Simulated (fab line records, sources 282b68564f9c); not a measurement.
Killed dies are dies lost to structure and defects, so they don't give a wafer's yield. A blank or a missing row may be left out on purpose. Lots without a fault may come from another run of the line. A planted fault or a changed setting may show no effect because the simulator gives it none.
A struck lot beside a sound one | flow rit_cmos | 20 steps out of a route of 202
Sound: wafers L253.1, L253.5, L253.6. Struck: wafers L259.3, L259.4, L259.5. The cause comes at the end.
At each step with rows: each side's tool, then ch and its chambers, then its first start. Under that, the readings that differ: sound wafers | struck wafers | difference of the means | sigmas: that difference in standard deviations of wafers without a fault.
alike: readings whose means differ by less than 2 such deviations, and words and numbers that are the same on both sides. not compared: withheld readings, readings that some wafer has no value for, bounds like >300 that may hide the same value, and numbers for which the record gives no deviation and whose values overlap.
The two part at a step that has a row with sigmas, a row that says differs or no value, or rows on one side only. Numbers that don't overlap but have no deviation are shown without sigmas and don't part them. A reading that every wafer of one side lacks parts them only if that side has two wafers or more.

first, 2 steps without rows for these wafers: RIT_NWELL_HARDBAKE_07 (time 120 s); RIT_NWELL_IMPLANT_08.
RIT_NWELL_STRIP_09: strips in O2, time 180 s.
  sound on plasma_asher-04 ch 0,1, day 3 03:49; struck on plasma_asher-04 ch 0,1, day 4 08:45
  alike: drypump_motor_current_A
  not compared: rf_hours_counter_h
RIT_NWELL_TW_MEAS_10:
  sound on film_metro-03, day 3 04:00; struck on film_metro-04, day 4 08:53
  reading  | sound          | struck         | difference | sigmas
  NWELL_TW | 2123 2124 2120 | 2158 2156 2170 | +39        | +3
then, 6 steps without rows for these wafers: RIT_PWELL_HMDS_00 (prime time 60 s); RIT_PWELL_COAT_01 (resist thk 1300 nm); RIT_PWELL_SOFTBAKE_02 (time 60 s); RIT_PWELL_EXPOSE_03 (exposes mask M3, target cd 43700 nm); RIT_PWELL_PEB_04; RIT_PWELL_DEVELOP_05 (develop time 68 s).
RIT_PWELL_OVL_MEAS_06:
  sound on overlay-01, day 3 05:04; struck on overlay-02, day 4 10:02
  alike: PWELL_OVL
then, 1 step without rows for these wafers: RIT_PWELL_HARDBAKE_07 (time 120 s).
RIT_PWELL_IMPLANT_08:
  sound on implanter-04 ch 0, day 3 05:21; struck on implanter-04 ch 0, day 4 10:22
  reading            | sound                         | struck                        | difference | sigmas
  dose_ions_cm2      | 6.989e+13 6.997e+13 7.013e+13 | 7.551e+13 7.554e+13 7.554e+13 | +5.533e+12 | +74
  faraday_current_uA | 218 223 227                   | 240 242 244                   | +19        | +4
RIT_PWELL_STRIP_09: strips in O2, time 180 s.
  sound on plasma_asher-04 ch 0,1, day 3 05:30; struck on plasma_asher-04 ch 0,1, day 4 10:31
  alike: drypump_motor_current_A
  not compared: rf_hours_counter_h
RIT_PWELL_TW_MEAS_10:
  sound on film_metro-03, day 3 05:40; struck on film_metro-01, day 4 10:40
  reading  | sound       | struck      | difference | sigmas
  PWELL_TW | 944 947 939 | 975 974 974 | +31        | +5
then, 1 step without rows for these wafers: RIT_WELLDRIVE_ANNEAL_00 (time 14700 s).
RIT_WELLDRIVE_RS_MEAS_01: measures by four-point-probe.
  sound on film_metro-04, day 3 10:49; struck on film_metro-04, day 4 17:01
  alike: NWELL_RS
RIT_WELLDRIVE_RS_MEAS_02: measures by four-point-probe.
  sound on film_metro-04, day 3 10:56; struck on film_metro-04, day 4 17:08
  reading           | sound             | struck            | difference | sigmas
  PWELL_RS (ohm/sq) | 431.0 430.2 430.6 | 409.0 408.5 408.7 | -21.9      | -18
then, 1 step without rows for these wafers: RIT_NRETRO_HMDS_00 (prime time 60 s).
RIT_M1_PROBE_99:
  sound on prober-02, day 4 20:32; struck on prober-01, day 5 22:46
  reading                                 | sound             | struck            | difference | sigmas
  model.etest.pwell_pinched.rs_ohm_sq     | 460.1 459.4 463.3 | 437 440.5 443.6   | -21        |
  model.etest.pwell.rs_ohm_sq             | 416.3 410.9 416.8 | 391.9 396 392.4   | -21.2      |
  model.etest.well_edge_right.line_ohm_um | 182.3 183.1 181   | 186.7 185.8 185.1 | +3.7       |
  model.etest.diode_nplus_pwell.bv_v (V)  | 6.036 5.978 5.976 | 5.73 5.805 5.752  | -0.23      |
  model.etest.nmos_0p3.bv_v (V)           | 5.556 5.518 5.517 | 5.391 5.431 5.41  | -0.120     |
  alike: killed_at_contacts, killed_at_front_end, killed_dies, killed_open, killed_short
  not compared: model.etest.nmos_0p3.drive_ua_um, model.etest.well_edge_left.line_ohm_um, model.etest.field_n.vt_v

WHERE THEY PART
First at RIT_NWELL_TW_MEAS_10; last, within this record, at RIT_WELLDRIVE_RS_MEAS_02. Later steps at which nothing parts them and some readings are alike: RIT_M1_PROBE_99.

WHY: what the simulator had put in
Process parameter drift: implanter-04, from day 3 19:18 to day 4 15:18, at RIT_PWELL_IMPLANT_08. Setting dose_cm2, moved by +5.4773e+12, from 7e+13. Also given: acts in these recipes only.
